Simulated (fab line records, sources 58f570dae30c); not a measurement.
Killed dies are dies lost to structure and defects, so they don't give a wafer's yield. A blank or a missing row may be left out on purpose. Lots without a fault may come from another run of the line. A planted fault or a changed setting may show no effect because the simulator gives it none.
Which tool did it? | flow berkeley_cmos170 | 14 lots, 42 wafers sampled, at 2 steps of a route of 331

WHAT THE GAUGES READ, wafer by wafer
UCB170_START_THK_MEAS_03.
lot  | measured    | on            | START_OXIDE_THK (nm)
L633 | day 1 19:35 | film_metro-04 | 19.3 19.4 19.0
L634 | day 1 23:55 | film_metro-03 | 20.2 20.0 20.1
L635 | day 2 04:58 | film_metro-04 | 19.4 19.6 20.0
L636 | day 2 10:14 | film_metro-04 | 19.7 20.0 19.4
L638 | day 2 20:59 | film_metro-02 | 20.2 20.2 20.6
L639 | day 3 01:21 | film_metro-03 | 19.7 20.0 19.7
L640 | day 3 06:23 | film_metro-02 | 19.7 19.6 19.5
L643 | day 3 21:55 | film_metro-03 | 19.9 20.2 20.0
L645 | day 4 07:05 | film_metro-04 | 20.0 20.1 20.2
L646 | day 4 13:20 | film_metro-03 | 19.7 19.6 19.7
L647 | day 4 17:34 | film_metro-04 | 19.5 19.3 19.4
L648 | day 4 21:56 | film_metro-03 | 19.5 19.6 19.4
L649 | day 5 02:50 | film_metro-02 | 19.2 19.3 19.3
L651 | day 5 13:23 | film_metro-04 | 20.3 20.4 20.4

UCB170_NWELL_THK_MEAS_02.
lot  | measured    | on            | NWELL_OXIDE_THK (nm)
L633 | day 2 03:33 | film_metro-04 | 25.7 25.8 25.8
L634 | day 2 08:17 | film_metro-03 | 25.8 26.3 25.6
L635 | day 2 16:39 | film_metro-01 | 26.5 26.2 26.5
L636 | day 2 16:40 | film_metro-03 | 26.5 26.7 27.3
L638 | day 3 05:37 | film_metro-01 | 26.3 26.2 25.9
L639 | day 3 09:14 | film_metro-03 | 26.5 27.2 26.8
L640 | day 3 14:58 | film_metro-04 | 25.9 25.4 26.3
L643 | day 4 08:08 | film_metro-01 | 25.9 26.2 26.0
L645 | day 4 15:17 | film_metro-01 | 26.7 26.9 26.8
L646 | day 5 00:45 | film_metro-04 | 25.9 25.9 26.2
L647 | day 5 00:44 | film_metro-03 | 26.5 26.5 26.8
L648 | day 5 07:12 | film_metro-01 | 26.4 26.2 25.8
L649 | day 5 10:32 | film_metro-03 | 25.9 26.1 26.0
L651 | day 5 21:29 | film_metro-01 | 26.8 26.7 26.5

WHICH TOOL RAN EACH LOT (tool, then ch and the chambers of the sampled wafers, then the start)
The record holds no process step before these readings.

WHAT THE TOOLS THEMSELVES READ (means of the sampled wafers that have a number; where no wafer has one, the mark that the record gives instead)
The record holds no such reading with a usual standard deviation.

THE ANSWER, worked out from the rows above alone
Rule: what is usual is taken from the lots themselves. Put in order of their means at a reading, lots are off if they are a third of the lots or fewer, leave a main group of 4 or more, and stand apart from it by a gap of 3 or more times the standard deviation of the main group's means; of several such gaps the widest counts. A main group whose means are all the same, to the digits that the tables above print for the reading, isn't used. A lot without any number at a reading at which 4 lots or more have one is off too. The other lots that the step has rows for count as sound. The gauges are gone through in route order, then the tools' own readings, and for those a lot's mean is taken as printed above. The first step at which some lot is off is used, and at that step the reading that is off furthest; a lot without a number counts as furthest.
No lot is off at any reading shown: from this, nothing can be told.

WHAT THE SIMULATOR HAD PUT IN
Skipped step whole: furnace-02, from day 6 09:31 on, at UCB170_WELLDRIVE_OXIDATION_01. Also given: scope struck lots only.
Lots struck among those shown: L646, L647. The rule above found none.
